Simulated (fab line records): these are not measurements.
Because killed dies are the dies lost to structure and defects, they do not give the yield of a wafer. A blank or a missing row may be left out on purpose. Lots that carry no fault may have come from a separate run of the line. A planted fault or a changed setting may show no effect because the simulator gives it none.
fab line records ; flow berkeleyCmos170
record lots=15; wafers=45; lastDay=12
route steps=331 shown GATE@125 FIELD@126
lots with no fault: from the same line, run without faults
startH: hours from the record's first day to the start of the lot's first wafer shown ; waitH: hours elapsed since this lot's preceding step ; " identical to the entry in the row above ; L1.1+2: several wafers, shown together as one row ; - no value, or no start was given ; * or withheld: withheld ; < > ~ a bound
route shown NAME@n: a module of which the file shows steps, and the number in the route of the first ; usual: mean and standard deviation over wafers with no fault ; same: alike in all rows ; chamber/n: place in a boat ; sites: per-site readings ; _std_site: standard deviation of those values ; _edge_site: mean of outer sites minus mean of inner sites ; radiusMm: how far each site lies from the wafer's centre ; mask NAME#n: copy n ; behind: the tool/chamber that last shaped the wafer ; hold: cause of the lot's hold/its duration in hours/its outcome ; device: the n, p or np transistor that did not switch ; end of line: the same wafers' tests at the end of the route ; a step given without rows: its recipe and nothing more ; killed: dies lost to structure and defects at the first sort, not the wafer's yield ; map: per-die view of a wafer (x killed, . not killed, _ where there is no die)
set.NAME: the setting the step ran with; set.NAME@STEP: the setting that earlier step ran with ; model.NAME: the simulator's own value behind a step, which no gauge read
the route's steps for a sample of lots (tables are steps, rows are wafers)
## steps
# step UCB170_GATE_WET_ETCH_00
# recipe chemistry=dHF; dilution=25:1; target=SiO2; tempC=25; timeS=200
# usual bathHeatDutyPct=6.1/0.64; runLengthS=227.9/2.9
lot.wafer;tool;chamber;startH;waitH;bathHeatDutyPct;runLengthS
L730.1;wetBench-04;2;112.47;0.2;5.3;229.0
L730.3;wetBench-04;2;112.47;0.2;5.7;229.0
L730.6;wetBench-04;2;112.47;0.2;5.5;229.0
L731.1;wetBench-04;2;121.57;0.1;6.1;228.1
L731.2;wetBench-04;2;121.57;0.1;6.4;228.1
L731.6;wetBench-04;2;121.57;0.1;6.0;228.1
L732.3;wetBench-01;0;130.29;0.1;5.9;226.1
L732.4;wetBench-01;0;130.29;0.1;6.5;226.1
L732.6;wetBench-01;0;130.29;0.1;5.9;226.1
L734.1;wetBench-04;0;137.48;0.1;7.0;226.3
L734.3;wetBench-04;0;137.48;0.1;6.4;226.3
L734.4;wetBench-04;0;137.48;0.1;7.1;226.3
L733.2;wetBench-04;2;137.75;0.2;5.4;227.3
L733.3;wetBench-04;2;137.75;0.2;5.4;227.3
L733.4;wetBench-04;2;137.75;0.2;5.6;227.3
L736.2;wetBench-04;2;144.65;0.0;6.4;227.5
L736.5;wetBench-04;2;144.65;0.0;5.9;227.5
L736.6;wetBench-04;2;144.65;0.0;6.7;227.5
L735.3;wetBench-04;3;144.92;0.0;6.3;226.2
L735.4;wetBench-04;3;144.92;0.0;5.0;226.2
L735.5;wetBench-04;3;144.92;0.0;5.6;226.2
L737.1;wetBench-04;3;150.13;1.7;5.2;226.3
L737.2;wetBench-04;3;150.13;1.7;6.4;226.3
L737.6;wetBench-04;3;150.13;1.7;6.3;226.3
L740.3;wetBench-01;1;173.27;0.0;7.5;227.7
L740.5;wetBench-01;1;173.27;0.0;7.5;227.7
L740.6;wetBench-01;1;173.27;0.0;5.9;227.7
L747.2;wetBench-03;3;211.48;0.0;-;-
L747.4;wetBench-03;3;211.48;0.0;-;-
L747.6;wetBench-03;3;211.48;0.0;-;-
L748.2;wetBench-04;3;211.77;0.1;-;-
L748.4;wetBench-04;3;211.77;0.1;-;-
L748.6;wetBench-04;3;211.77;0.1;-;-
L746.4;wetBench-04;2;212.16;0.0;-;-
L746.5;wetBench-04;2;212.16;0.0;-;-
L746.6;wetBench-04;2;212.16;0.0;-;-
L749.1;wetBench-03;1;212.44;0.1;6.1;229.0
L749.4;wetBench-03;1;212.44;0.1;5.2;229.0
L749.6;wetBench-03;1;212.44;0.1;4.8;229.0
L751.2;wetBench-03;1;226.65;0.2;5.9;234.4
L751.5;wetBench-03;1;226.65;0.2;5.4;234.4
L751.6;wetBench-03;1;226.65;0.2;5.8;234.4
L750.1;wetBench-03;0;226.72;0.1;5.9;232.2
L750.4;wetBench-03;0;226.72;0.1;6.1;232.2
L750.5;wetBench-03;0;226.72;0.1;6.5;232.2
# step UCB170_FIELD_THK_MEAS_91
# recipe reads=SiO2_of_FIELD_OXIDATION_01
# usual FIELD_OXIDE_LEFT_2_THK=357/11
lot.wafer;tool;chamber;startH;waitH;FIELD_OXIDE_LEFT_2_THK[nm]
L730.1;filmMetro-02;-;112.53;0.0;358
L730.3;filmMetro-02;-;112.53;0.0;355
L730.6;filmMetro-02;-;112.53;0.0;358
L731.1;filmMetro-01;-;121.63;0.0;351
L731.2;filmMetro-01;-;121.63;0.0;370
L731.6;filmMetro-01;-;121.63;0.0;361
L732.3;filmMetro-02;-;130.38;0.0;342
L732.4;filmMetro-02;-;130.38;0.0;348
L732.6;filmMetro-02;-;130.38;0.0;344
L734.1;filmMetro-02;-;137.54;0.0;363
L734.3;filmMetro-02;-;137.54;0.0;364
L734.4;filmMetro-02;-;137.54;0.0;369
L733.2;filmMetro-02;-;137.82;0.0;365
L733.3;filmMetro-02;-;137.82;0.0;368
L733.4;filmMetro-02;-;137.82;0.0;370
L736.2;filmMetro-04;-;144.72;0.0;360
L736.5;filmMetro-04;-;144.72;0.0;356
L736.6;filmMetro-04;-;144.72;0.0;356
L735.3;filmMetro-04;-;145.00;0.0;355
L735.4;filmMetro-04;-;145.00;0.0;339
L735.5;filmMetro-04;-;145.00;0.0;336
L737.1;filmMetro-04;-;150.20;0.0;344
L737.2;filmMetro-04;-;150.20;0.0;353
L737.6;filmMetro-04;-;150.20;0.0;350
L740.3;filmMetro-01;-;173.35;0.0;340
L740.5;filmMetro-01;-;173.35;0.0;343
L740.6;filmMetro-01;-;173.35;0.0;337
L747.2;filmMetro-02;-;211.56;0.0;403
L747.4;filmMetro-02;-;211.56;0.0;407
L747.6;filmMetro-02;-;211.56;0.0;406
L748.2;filmMetro-04;-;211.84;0.0;381
L748.4;filmMetro-04;-;211.84;0.0;386
L748.6;filmMetro-04;-;211.84;0.0;379
L746.4;filmMetro-01;-;212.25;0.0;393
L746.5;filmMetro-01;-;212.25;0.0;394
L746.6;filmMetro-01;-;212.25;0.0;392
L749.1;filmMetro-01;-;212.50;0.0;357
L749.4;filmMetro-01;-;212.50;0.0;356
L749.6;filmMetro-01;-;212.50;0.0;359
L751.2;filmMetro-02;-;226.73;0.0;368
L751.5;filmMetro-02;-;226.73;0.0;365
L751.6;filmMetro-02;-;226.73;0.0;357
L750.1;filmMetro-04;-;226.79;0.0;355
L750.4;filmMetro-04;-;226.79;0.0;362
L750.5;filmMetro-04;-;226.79;0.0;354
## key
firstSign step=UCB170_GATE_WET_ETCH_00; reading=toolRecord; direction=missing
effect step=UCB170_FIELD_THK_MEAS_91; reading=FIELD_OXIDE_LEFT_2_THK; direction=up; sigmas=3.3; usual=357; struck=394
metAt UCB170_GATE_WET_ETCH_00
struckLots L746,L747,L748
laterRowsLeftOut L746.4,L746.5,L746.6,L747.2,L747.4,L747.6,L748.2,L748.4,L748.6
sortLeftOut L746.4,L746.5,L746.6,L747.2,L747.4,L747.6,L748.2,L748.4,L748.6
testerLeftOut L746,L747,L748
onsetBetween 150.13 211.48
fault kind=skippedStepWhole; tool=wetBench-03,wetBench-04; chamber=-; onsetH=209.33; steps=UCB170_GATE_WET_ETCH_00; scope=struckLotsOnly
# testerLeftOut: of these lots the tester's yield and bins aren't shown, on N5 and GAA mostly nor the transistor test; their killed dies are dies lost to structure and defects alone, not to doping, threshold or leakage, so they don't give the yield
# sortLeftOut: the simulated sort isn't trusted on such a fault, so these wafers' sort isn't shown, and their yield isn't known
# laterRowsLeftOut: the simulator's readings of these wafers behind a module that went badly wrong aren't trusted and aren't shown, but for the sort
